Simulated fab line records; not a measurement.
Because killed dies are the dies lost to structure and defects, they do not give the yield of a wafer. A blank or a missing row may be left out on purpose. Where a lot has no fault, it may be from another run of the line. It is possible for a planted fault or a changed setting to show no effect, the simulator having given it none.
The same fault as seen by 2 desks    flow berkeley_cmos170    each desk has only its own numbers; what lay behind them comes last

## AT THE TOOL OWNER'S DESK: rie_diel-03
The tool's own readings at UCB170_CONTACT_ETCH_17 (etches BARC in N2/H2): means of the sampled wafers that have a number, for each lot that ran on this tool. The brackets show how far a lot's mean lies from the usual mean; more than 4 standard deviations puts the lot out of limits, marked OUT.
Columns: A = chamber_pressure_mTorr at UCB170_CONTACT_ETCH_17, usual 30.004 mTorr; B = drypump_motor_current_A at UCB170_CONTACT_ETCH_17, usual 5.7 A; C = oes_product_au at UCB170_CONTACT_ETCH_17, usual 0.997 a.u.; D = throttle_valve_pct at UCB170_CONTACT_ETCH_17, usual 13.27 %
lot   first seen here  A                 B    C      D
L813  day 8 11:48      30.017            5.4  0.996  13.18
L812  day 8 15:01      29.998            5.4  0.996  13.23
L817  day 9 13:59      32.024 (+70) OUT  5.4  1.012  13.13
This desk's verdict: out of limits on L817, starting with L817 at day 9 13:59 (chamber_pressure_mTorr at UCB170_CONTACT_ETCH_17). In limits: L813, L812.

## FROM THE METROLOGY DESK
Lot by lot, what the gauges showed, no matter which tool ran the lot: averages of those sampled wafers that carry a number. The brackets show how far a lot's mean lies from the usual mean; more than 4 standard deviations puts the lot out of limits, marked OUT.
Columns: A = NWELL_OVL at UCB170_NWELL_OVL_MEAS_12, usual -1 nm; B = PWELL_TW at UCB170_PWELL_TW_MEAS_17, usual 381.7; C = SCREENOX_OXIDE_THK at UCB170_SCREENOX_THK_MEAS_02, usual 14.27 nm
lot   first seen here  A    B      C
L813  day 2 23:12      -2   382.1  14.53
L812  day 2 23:28      -5   382.6  14.50
L814  day 3 10:17      -5   376.6  14.28
L816  day 3 18:27      -9   381.7  14.31
L817  day 4 04:57      2    380.7  14.22
L818  day 4 05:11      5    382.4  14.28
L822  day 5 04:36      3    386.0  14.05
L826  day 5 19:08      -2   380.7  14.67
L827  day 6 03:26      -12  382.5  13.66
L829  day 6 13:30      2    383.3  14.16
L830  day 6 13:46      -4   382.9  14.18
L831  day 6 22:43      -10  383.3  14.47
L832  day 6 22:59      -1   384.5  14.29
Result from this desk: across the 13 lots, nothing is out of limits.

## ALL TOGETHER
The tool owner's desk had the chance to raise an alarm at day 9 13:59 on L817.
Metrology desk: nothing out of limits seen.
The metrology desk holds a record of L817, inside its limits.
Every lot named ran UCB170_CONTACT_ETCH_17 on rie_diel-03.

## WHAT WAS PUT IN BY THE SIMULATOR
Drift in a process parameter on rie_diel-03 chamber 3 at UCB170_CONTACT_ETCH_17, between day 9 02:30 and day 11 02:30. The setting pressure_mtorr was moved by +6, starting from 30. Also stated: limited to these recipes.
Lots struck among those shown: L817.
Time in hours from fault onset to the first out-of-limits reading at each desk: the tool owner's desk, 11.
